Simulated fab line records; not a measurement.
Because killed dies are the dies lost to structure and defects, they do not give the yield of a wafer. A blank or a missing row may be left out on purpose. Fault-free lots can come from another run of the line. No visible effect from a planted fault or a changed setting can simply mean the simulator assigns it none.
Matching of chambers || flow berkeley cmos170 || 4 sister chambers for UCB170_V1_CMP_02 on cmp-01
The step polishes SiO2. 7 wafers are shown with their chamber, then 7 later ones without.

EACH WAFER AND ITS CHAMBER
{"wafer": "L676.3", "chamber": 1, "motor current A (A)": 17.2}
{"wafer": "L679.3", "chamber": 2, "motor current A (A)": 14.3}
{"wafer": "L680.1", "chamber": 0, "motor current A (A)": 13.8}
{"wafer": "L680.5", "chamber": 3, "motor current A (A)": 15.4}
{"wafer": "L680.6", "chamber": 0, "motor current A (A)": 13.5}
{"wafer": "L691.1", "chamber": 1, "motor current A (A)": 18.5}
{"wafer": "L691.5", "chamber": 3, "motor current A (A)": 14.5}

WAFERS WHOSE CHAMBER IS MISSING
{"wafer": "L691.6", "motor current A (A)": 14.4}
{"wafer": "L692.2", "motor current A (A)": 14.0}
{"wafer": "L692.3", "motor current A (A)": 16.8}
{"wafer": "L692.5", "motor current A (A)": 16.1}
{"wafer": "L694.1", "motor current A (A)": 15.0}
{"wafer": "L694.2", "motor current A (A)": 13.6}
{"wafer": "L694.4", "motor current A (A)": 14.0}

WHICH CHAMBER EACH WENT THROUGH
{"wafer": "L691.6", "from the rows above": "can't be placed: 2 or 3 or 0", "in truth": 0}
{"wafer": "L692.2", "from the rows above": "can't be placed: 2 or 0 or 3", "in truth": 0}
{"wafer": "L692.3", "from the rows above": "can't be placed: 1 or 3", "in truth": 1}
{"wafer": "L692.5", "from the rows above": "can't be placed: 3 or 1 or 2 or 0", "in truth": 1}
{"wafer": "L694.1", "from the rows above": "can't be placed: 3 or 2 or 0", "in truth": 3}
{"wafer": "L694.2", "from the rows above": "can't be placed: 0 or 2 or 3", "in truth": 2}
{"wafer": "L694.4", "from the rows above": "can't be placed: 2 or 0 or 3", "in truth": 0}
Placed correctly: 0 of 7. Cannot be placed on the basis of these rows: 7; the candidates contain the true chamber in 7. Wrongly placed: 0.
How it was worked out, from the rows above alone: a wafer's distance from a chamber is the root of the sum, over the readings, of the square of ((its reading less the chamber's mean) divided by the reading's scatter). The wafer belongs to the nearest chamber; if the next one is less than 2 further off, it can't be placed. Each chamber's mean is taken over the wafers shown for it. The scatter: the root of (the sum of the squares of (reading less its chamber's mean) over the shown wafers, divided by (wafers less chambers)).
